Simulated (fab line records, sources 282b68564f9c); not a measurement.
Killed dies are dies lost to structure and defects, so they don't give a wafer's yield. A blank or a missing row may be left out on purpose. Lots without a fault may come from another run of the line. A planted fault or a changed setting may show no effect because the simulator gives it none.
Split-lot experiment | flow rit_cmos | 5 lots, 23 wafers read, on a route of 202 steps

THE SPLIT
At RIT_NLDD_COAT_01 (resist thk 1000 nm), the setting resist_thk_nm was moved away from the recipe's 1000 nm on 8 of the 23 wafers read, by -3.5% to +6.0%. The other wafers ran this setting at the recipe's value.

FROM THE SPLIT TO THE READING: what the file shows between them, 3 steps
- RIT_NLDD_SOFTBAKE_02: time 60 s
- RIT_NLDD_EXPOSE_03: exposes mask M7, target cd 40700 nm
- RIT_NLDD_DEVELOP_05: develop time 50 s

THE READING
NOVOLAK_of_NLDD_COAT_01.thk_nm (the simulator's own value, which no gauge read), in nm, at RIT_NLDD_HARDBAKE_07 (time 60 s). The file gives no usual value for it. The 15 wafers here that ran the recipe average 882.4 nm, standard deviation 2.5 nm.

wafer  | tool, chamber at the split | resist_thk_nm as run, nm | against the recipe | NOVOLAK_of_NLDD_COAT_01.thk_nm, nm | against lot-mates on the recipe
L077.1 | litho_track-01, 0          | 1000                     | recipe             | 882.3                              | -
L077.2 | litho_track-01, 0          | 1000                     | recipe             | 881.2                              | -
L077.4 | litho_track-01, 0          | 1000                     | recipe             | 879.3                              | -
L077.5 | litho_track-01, 0          | 1000                     | recipe             | 879.3                              | -
L077.6 | litho_track-01, 0          | 1000                     | recipe             | 881.5                              | -
L079.1 | litho_track-03, 0          | 1000                     | recipe             | 887.3                              | -
L079.2 | litho_track-03, 0          | 1041                     | +4.1%              | 922                                | +35.2
L079.3 | litho_track-03, 0          | 1041                     | +4.1%              | 925.2                              | +38.4
L079.4 | litho_track-03, 0          | 1000                     | recipe             | 886.3                              | -
L079.6 | litho_track-03, 0          | 1041                     | +4.1%              | 923.4                              | +36.6
L081.2 | litho_track-02, 0          | 1000                     | recipe             | 878.6                              | -
L081.5 | litho_track-02, 0          | 1000                     | recipe             | 880.8                              | -
L081.6 | litho_track-02, 0          | 1000                     | recipe             | 881.6                              | -
L082.1 | litho_track-02, 0          | 965.4                    | -3.5%              | 852.7                              | -29.7
L082.2 | litho_track-02, 0          | 1000                     | recipe             | 882                                | -
L082.3 | litho_track-02, 0          | 1000                     | recipe             | 882.8                              | -
L082.4 | litho_track-02, 0          | 965.4                    | -3.5%              | 855.2                              | -27.2
L082.6 | litho_track-02, 0          | 965.4                    | -3.5%              | 854.7                              | -27.7
L085.2 | litho_track-02, 0          | 1000                     | recipe             | 885                                | -
L085.3 | litho_track-02, 0          | 1060                     | +6.0%              | 939.2                              | +54.8
L085.4 | litho_track-02, 0          | 1000                     | recipe             | 882.4                              | -
L085.5 | litho_track-02, 0          | 1000                     | recipe             | 885.7                              | -
L085.6 | litho_track-02, 0          | 1060                     | +6.0%              | 936.8                              | +52.4

THE FIT
A straight line over all 23 wafers: NOVOLAK_of_NLDD_COAT_01.thk_nm changes by +9.17 nm for each +1% of resist_thk_nm; r = +0.99; the points scatter about the line by 2.8 nm.
The same after taking each lot's own level away (the mean of its wafers on the recipe; 23 wafers): +8.72 nm for each +1%; r = +1.00; scatter 1.4 nm.
On that fit, the largest move of resist_thk_nm shifts the reading by 52 nm.
The lots' own levels span 880.33 to 886.80 nm, that is 2.6 times the standard deviation above.
So the lot-to-lot level changes the slope little: the two slopes agree.
Check: with one of the wafers moved furthest among these (+6.0%) left out of the fit, the line predicts +52.2 nm for it against its lot-mates. It came out at +54.8 nm against them.

OTHER SPLITS ON THESE WAFERS
These wafers also went through other splits before the reading. Each is held against what the fit with the lots' levels taken away leaves over:
other split on the same wafers  | wafers away from the commonest value | r with NOVOLAK_of_NLDD_COAT_01.thk_nm (lot level and that fit taken away)
RIT_ACTIVE_COAT_06 spin_rpm     | 11                                   | -0.30
RIT_NWELL_IMPLANT_08 energy_kev | 8                                    | +0.18
RIT_PWELL_COAT_01 resist_thk_nm | 10                                   | +0.09
RIT_PWELL_IMPLANT_08 energy_kev | 6                                    | -0.26
RIT_PRETRO_SOFTBAKE_02 temp_c   | 8                                    | -0.11
RIT_GATE_CVD_08 time_s          | 15                                   | -0.21
RIT_GATE_ETCH_19 rf_w           | 8                                    | +0.03

THE WHOLE CHAIN: every reading that the file lists as answering this split, in the file's order
step                 | what it does       | reading                                                                         | change (the file's fit)              | r (the file's)
RIT_NLDD_COAT_01     | resist thk 1000 nm | NOVOLAK_of_NLDD_COAT_01.thk_nm (the simulator's own value, which no gauge read) | +10.1 nm for each +1% of the setting | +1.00
RIT_NLDD_HARDBAKE_07 | time 60 s          | NOVOLAK_of_NLDD_COAT_01.thk_nm (the simulator's own value, which no gauge read) | +8.8 nm for each +1% of the setting  | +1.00

THE FILE'S OWN FIT
NOVOLAK_of_NLDD_COAT_01.thk_nm changes by +8.8 nm for each +1% of resist_thk_nm, r = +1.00.
